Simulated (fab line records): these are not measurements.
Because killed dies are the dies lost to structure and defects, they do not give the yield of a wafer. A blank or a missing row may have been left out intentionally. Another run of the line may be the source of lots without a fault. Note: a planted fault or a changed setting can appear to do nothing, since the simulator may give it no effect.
Problem report, 8D (eight disciplines) form, completed by code ; flow berkeley-cmos170 ; the parts of the form that need people (team, actions taken, sign-off) are left out

== 1. WHAT IS WRONG ==
Wafers free of any fault read 1032.3 ohm/sq (standard deviation 2.4) for PLDD_RS at UCB170_SDANNEAL_RS_MEAS_04, against a mean of 951.3 ohm/sq on 6 wafers of 2 lots. Relative to the usual mean, that is a shift of -34 standard deviations.
The step: measures by four-point-probe.
First observed at day 10 05:25: wafer L745.1, on film-metro-02. Wafers with a number at this step in the record: 42, from 14 lots. The rule behind "out" and "out of limits": a value lying over 4 standard deviations away from the usual mean. The other wafers with a number count as sound.

== 2. WHAT IT IS AND WHAT IT IS NOT ==
question;is;is not
which readings at this step;PLDD_RS;-
which lots;L741, L745;L726, L729, L730, L731, L733, L734, L735, L739, L740, L742, L743, L747
which wafers of those lots;all that have a number;-
read on which gauges;film-metro-02, film-metro-03;film-metro-01
when;from day 10 05:25;"up to then (33 sound wafers); but 3 sound wafers of L747 came after"

== 3. SUSPECTS, AND WHAT RULES EACH OUT ==
Counting: a tool stays on the suspect list if, at a process step up to the reading, it processed all lots that are out and no sound lot following the first of them.
- ruled out: the gauge at UCB170_SDANNEAL_RS_MEAS_04. Those wafers that are out were read across 2 gauges (film-metro-02, film-metro-03).
- furnace-04 at UCB170_SPACER_ANNEAL_02 (time 1800 s): kept. It processed each lot that is out, first L741 at day 9 22:23, and no sound lot thereafter; up to then, the last sound lot it processed was L742 at day 9 18:02.
Remaining after the count: furnace-04 at UCB170_SPACER_ANNEAL_02.

== 4. THE CAUSE (what the simulator had put in) ==
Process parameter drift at UCB170_SPACER_ANNEAL_02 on furnace-04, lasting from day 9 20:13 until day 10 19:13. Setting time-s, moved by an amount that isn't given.
Counting left only this tool.

== 5. THE CHAIN OF EFFECTS, in route order ==
One row per reading whose mean, taken over the struck wafers that have a number, lies over 3 standard deviations from the usual. Readings are gone through only where the record gives a usual standard deviation; hours: the median, over the lots, of the time from a lot's start at the first step in this table giving one to that lot's start at this step; sigmas: the change measured in usual standard deviations.
hours;step;reading;usual;on struck wafers;change;sigmas
0;UCB170_SDANNEAL_RS_MEAS_04;PLDD_RS;1032.3 ohm/sq;951.3;-81.0;-34
0;UCB170_SDANNEAL_RS_MEAS_05;NLDD_RS;616.2 ohm/sq;606.1;-10.1;-5.6

== 6. WHAT WOULD HAVE CAUGHT IT SOONER ==
The first out-of-limits reading at a measuring or inspecting step in this record came at day 10 05:25, 9 hours after the fault's start at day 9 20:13.
Tool readings at UCB170_SPACER_ANNEAL_02 with a usual standard deviation given in the record: none out on any struck wafer, hence no alarm at a limit of 4 standard deviations on them.
Each of the lots that are out, 2 in all, had begun UCB170_SPACER_ANNEAL_02 on furnace-04 no later than day 10 05:25. Had the tool been put on hold then, not one of them would have been saved.
